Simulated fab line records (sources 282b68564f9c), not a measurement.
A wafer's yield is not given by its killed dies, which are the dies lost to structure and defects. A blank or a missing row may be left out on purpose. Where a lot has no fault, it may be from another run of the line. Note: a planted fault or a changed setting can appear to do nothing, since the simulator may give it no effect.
A lot that was struck, set against a sound lot    flow rit-cmos    15 steps out of a route of 202
Sound: these wafers, L574.1, L574.3, L574.4. Struck: wafer L585.4 (L585.1, L585.3, from the same lot, were not struck and are left out); the cause is given at the end.
Each step with rows lists, per side, the tool, then ch with its chambers, then its first start. Under that, the readings that differ: sound wafers    struck wafers    difference of the means    sigmas: that difference in standard deviations of wafers without a fault.
alike: words and numbers the same on both sides, and readings whose means are apart by under 2 such deviations; not compared: readings that were withheld, readings missing a value for some wafer, numbers with overlapping values and no deviation given by the record, and bounds like >300 which may hide the same value.
A row with sigmas, a row that says differs or no value, or rows on one side alone: a step with any of these is where the two part. Numbers that don't overlap but have no deviation are shown without sigmas and don't part them. A reading missing from all wafers of one side parts the sides only when that side holds two or more wafers.

RIT_SILICIDE_RTA_06: time 10 s, ramp up 5 s, ramp down 10 s.
  sound on rtp-anneal-02 ch 0, day 4 18:15; struck on rtp-anneal-01 ch 0, day 7 02:39
reading           sound              struck  difference  sigmas
wafer_temp_C_max  752.5 753.0 752.0  754.9   +2.4        +3
RIT_CONTACT_CVD_00: deposits SiO2 from TEOS, target thk 400 nm, time 61 s.
  sound on pecvd-03 ch 0,1,2, day 4 18:19; struck on pecvd-04 ch 2, day 7 02:43
  alike: heater-power-w
  not compared: since-wet-clean-h
RIT_CONTACT_THK_MEAS_01:
  sound on film-metro-03, day 4 18:22; struck on film-metro-03, day 7 02:46
  alike: CONTACT_TEOS_THK
then, 6 steps without rows for these wafers: RIT_CONTACT_HMDS_02 (prime time 60 s); RIT_CONTACT_COAT_03 (resist thk 1000 nm); RIT_CONTACT_SOFTBAKE_04 (time 60 s); RIT_CONTACT_EXPOSE_05 (exposes mask M11, target cd 1000 nm); RIT_CONTACT_PEB_06; RIT_CONTACT_DEVELOP_07 (develop time 120 s).
RIT_CONTACT_CD_MEAS_08: target cd 1000 nm.
  sound on cd-sem-02, day 4 19:31; struck on cd-sem-02, day 7 03:47
reading     sound                 struck  difference  sigmas
cd-nm (nm)  1001.4 1000.8 1001.9  996.5   -4.9        -2
RIT_CONTACT_OVL_MEAS_09:
  sound on overlay-01, day 4 19:38; struck on overlay-02, day 7 03:55
  alike: CONTACT_OVL
then, 1 step without rows for these wafers: RIT_CONTACT_HARDBAKE_10 (time 60 s).
RIT_CONTACT_ETCH_11: etches SiO2 in CHF3/CF4/Ar, stops on TiSi2, target depth 480 nm, time 320 s.
  sound on rie-diel-03 ch 1,2,3, day 4 19:49; struck on rie-diel-03 ch 1, day 7 04:06
reading                                       sound              struck   difference  sigmas
over-etch-frac                                0.2 0.2 0.2        0.38169  +0.18169    
model.NOVOLAK_of_CONTACT_COAT_03.thk-nm (nm)  769.3 768.2 767.1  748.6    -19.6       
  alike: cf4-flow-sccm, drypump-motor-current-A, oes-product-au, throttle-valve-pct
  not compared: rf-hours-counter-h
RIT_CONTACT_STRIP_12: strips in O2, time 180 s.
  sound on plasma-asher-04 ch 0,1, day 4 20:01; struck on plasma-asher-03 ch 0, day 7 04:17
reading                      sound        struck  difference  sigmas
drypump-motor-current-A (A)  5.5 6.2 5.5  4.7     -1.0        -2
  alike: rf-refl-power-W
  not compared: rf-hours-counter-h
RIT_M1_PROBE_99:
  sound on prober-01, day 5 00:51; struck on prober-02, day 7 09:30
reading                                     sound                          struck    difference  sigmas
model.etest.nmos_0p15.junction-log10-a-um   -13.23 -13.54 -13.52           -13.13    +0.30       
model.etest.nmos-narrow.off-log10-a-um      -13.23 -13.3 -13.2             -12.95    +0.29       
model.etest.nmos_0p3.off-log10-a-um         -13.03 -13.17 -13.11           -12.88    +0.22       
model.etest.gate-end-array.leak-log10-a-um  -12.73 -12.96 -12.83           -12.71    +0.13       
model.etest.antenna-contact.vt-shift-v (V)  -0.009879 -0.008895 -0.004842  -0.02255  -0.01468    
  alike: killed-at-contacts, killed-at-front-end, killed-dies, killed-on-rim, killed-open, killed-short

WHERE THEY PART
First at RIT_SILICIDE_RTA_06; last, within this record, at RIT_CONTACT_STRIP_12. Later steps at which nothing parts them and some readings are alike: RIT_M1_PROBE_99.

WHY: what the simulator had put in
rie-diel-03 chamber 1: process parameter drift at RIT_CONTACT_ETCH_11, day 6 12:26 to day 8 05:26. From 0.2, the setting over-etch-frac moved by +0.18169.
